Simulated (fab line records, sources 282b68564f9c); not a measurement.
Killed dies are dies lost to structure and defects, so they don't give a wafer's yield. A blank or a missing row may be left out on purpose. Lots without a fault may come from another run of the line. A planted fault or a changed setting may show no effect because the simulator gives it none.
Which tool did it? | flow rit_cmos | 14 lots, 42 wafers sampled, at 2 steps of a route of 202

WHAT THE GAUGES READ, wafer by wafer
The record holds no reading of a measuring or inspecting step that can be judged against a usual standard deviation.

WHICH TOOL RAN EACH LOT (tool, then ch and the chambers of the sampled wafers, then the start)
lot  | RIT_CONTACT_CVD_00             | RIT_M1_PROBE_99
L294 | pecvd-01 ch 0,1,2, day 3 11:46 | prober-02, day 3 18:29
L295 | pecvd-03 ch 1,2, day 3 14:30   | prober-01, day 3 21:44
L297 | pecvd-03 ch 0,1,2, day 3 23:10 | prober-01, day 4 06:16
L298 | pecvd-04 ch 0,2, day 4 04:23   | -
L299 | pecvd-01 ch 0,1,2, day 4 11:11 | -
L308 | pecvd-01 ch 0,2, day 6 06:08   | prober-02, day 6 12:32
L309 | pecvd-03 ch 0,1,2, day 6 09:38 | prober-01, day 6 16:15
L310 | pecvd-04 ch 0,1,2, day 6 16:06 | prober-02, day 6 22:38
L311 | pecvd-01 ch 0,1, day 6 20:17   | prober-01, day 7 02:38
L312 | pecvd-03 ch 0,1, day 7 00:40   | prober-02, day 7 07:18
L313 | pecvd-04 ch 0,1,2, day 7 06:17 | prober-01, day 7 12:34
L314 | pecvd-01 ch 0,2, day 7 12:22   | prober-02, day 7 18:50
L315 | pecvd-03 ch 1,2, day 7 16:11   | prober-01, day 7 22:34
L316 | pecvd-04 ch 1,2, day 7 21:08   | prober-02, day 8 03:36
- RIT_CONTACT_CVD_00: deposits SiO2 from TEOS, target thk 400 nm, time 61 s.
- RIT_M1_PROBE_99

WHAT THE TOOLS THEMSELVES READ (means of the sampled wafers that have a number; where no wafer has one, the mark that the record gives instead)
RIT_CONTACT_CVD_00.
lot  | tool     | heater_power_w (W) | rf_fwd_power_W (W)
L294 | pecvd-01 | 304                | 397.4
L295 | pecvd-03 | 279                | 397.7
L297 | pecvd-03 | 310                | 396.5
L298 | pecvd-04 | -                  | -
L299 | pecvd-01 | -                  | -
L308 | pecvd-01 | 317                | 398.2
L309 | pecvd-03 | 295                | 397.1
L310 | pecvd-04 | 379                | 398.0
L311 | pecvd-01 | 318                | 396.5
L312 | pecvd-03 | 289                | 396.7
L313 | pecvd-04 | 382                | 396.3
L314 | pecvd-01 | 285                | 398.1
L315 | pecvd-03 | 321                | 398.1
L316 | pecvd-04 | 344                | 397.9

RIT_M1_PROBE_99.
lot  | tool      | defect_limited_yield (%) | killed_at_contacts | killed_at_front_end | killed_dies | killed_open | killed_short | sort_bin_3_pad_short (%) | sort_bin_5_function (%) | sort_bin_6_memory (%) | sort_n_pass | sort_yield_pct (%)
L294 | prober-02 | 95.7                     | 0.3                | 11.0                | 11.3        | 7.0         | 3.7          | 0.0                      | 2.7                     | 1.6                   | 252.7       | 95.7
L295 | prober-01 | 97.0                     | 0.3                | 7.7                 | 8.0         | 3.0         | 5.0          | 0.1                      | 2.2                     | 0.8                   | 256.0       | 97.0
L297 | prober-01 | 97.5                     | 0.0                | 6.7                 | 6.7         | 2.3         | 4.3          | 0.0                      | 1.4                     | 1.2                   | 257.3       | 97.5
L308 | prober-02 | 98.2                     | 0.0                | 4.7                 | 4.7         | 2.3         | 2.3          | 0.0                      | 1.0                     | 0.8                   | 259.3       | 98.2
L309 | prober-01 | 97.4                     | 0.0                | 7.0                 | 7.0         | 2.7         | 4.3          | 0.3                      | 1.8                     | 0.6                   | 257.0       | 97.4
L310 | prober-02 | 96.8                     | 0.0                | 8.3                 | 8.3         | 2.0         | 6.3          | 0.1                      | 2.2                     | 0.9                   | 255.7       | 96.8
L311 | prober-01 | 97.6                     | 0.0                | 6.3                 | 6.3         | 2.7         | 3.3          | 0.0                      | 1.2                     | 1.1                   | 257.7       | 97.6
L312 | prober-02 | 97.6                     | 0.0                | 6.3                 | 6.3         | 3.3         | 3.0          | 0.1                      | 1.5                     | 0.8                   | 257.7       | 97.6
L313 | prober-01 | 97.6                     | 0.0                | 6.3                 | 6.3         | 2.7         | 3.7          | 0.1                      | 0.9                     | 1.4                   | 257.7       | 97.6
L314 | prober-02 | 97.4                     | 0.0                | 6.7                 | 6.7         | 3.7         | 3.0          | 0.1                      | 1.4                     | 1.0                   | 257.3       | 97.4
L315 | prober-01 | 97.8                     | 0.0                | 5.7                 | 5.7         | 1.0         | 4.7          | 0.0                      | 1.8                     | 0.4                   | 258.3       | 97.8
L316 | prober-02 | 98.8                     | 0.0                | 3.3                 | 3.3         | 2.0         | 1.3          | 0.0                      | 0.8                     | 0.5                   | 260.7       | 98.8

THE ANSWER, worked out from the rows above alone
Rule: what is usual is taken from the lots themselves. Put in order of their means at a reading, lots are off if they are a third of the lots or fewer, leave a main group of 4 or more, and stand apart from it by a gap of 3 or more times the standard deviation of the main group's means; of several such gaps the widest counts. A main group whose means are all the same, to the digits that the tables above print for the reading, isn't used. A lot without any number at a reading at which 4 lots or more have one is off too. The other lots that the step has rows for count as sound. The gauges are gone through in route order, then the tools' own readings, and for those a lot's mean is taken as printed above. The first step at which some lot is off is used, and at that step the reading that is off furthest; a lot without a number counts as furthest.
Off: L298, L299, at RIT_CONTACT_CVD_00 (heater_power_w). Without a number there: L298, L299. The main group: mean 319 W, standard deviation 33.
A tool fits if, at that step or a process step before it, it ran every lot that is off, and no sound lot after the first of them. None of those tried fits.

WHAT THE SIMULATOR HAD PUT IN
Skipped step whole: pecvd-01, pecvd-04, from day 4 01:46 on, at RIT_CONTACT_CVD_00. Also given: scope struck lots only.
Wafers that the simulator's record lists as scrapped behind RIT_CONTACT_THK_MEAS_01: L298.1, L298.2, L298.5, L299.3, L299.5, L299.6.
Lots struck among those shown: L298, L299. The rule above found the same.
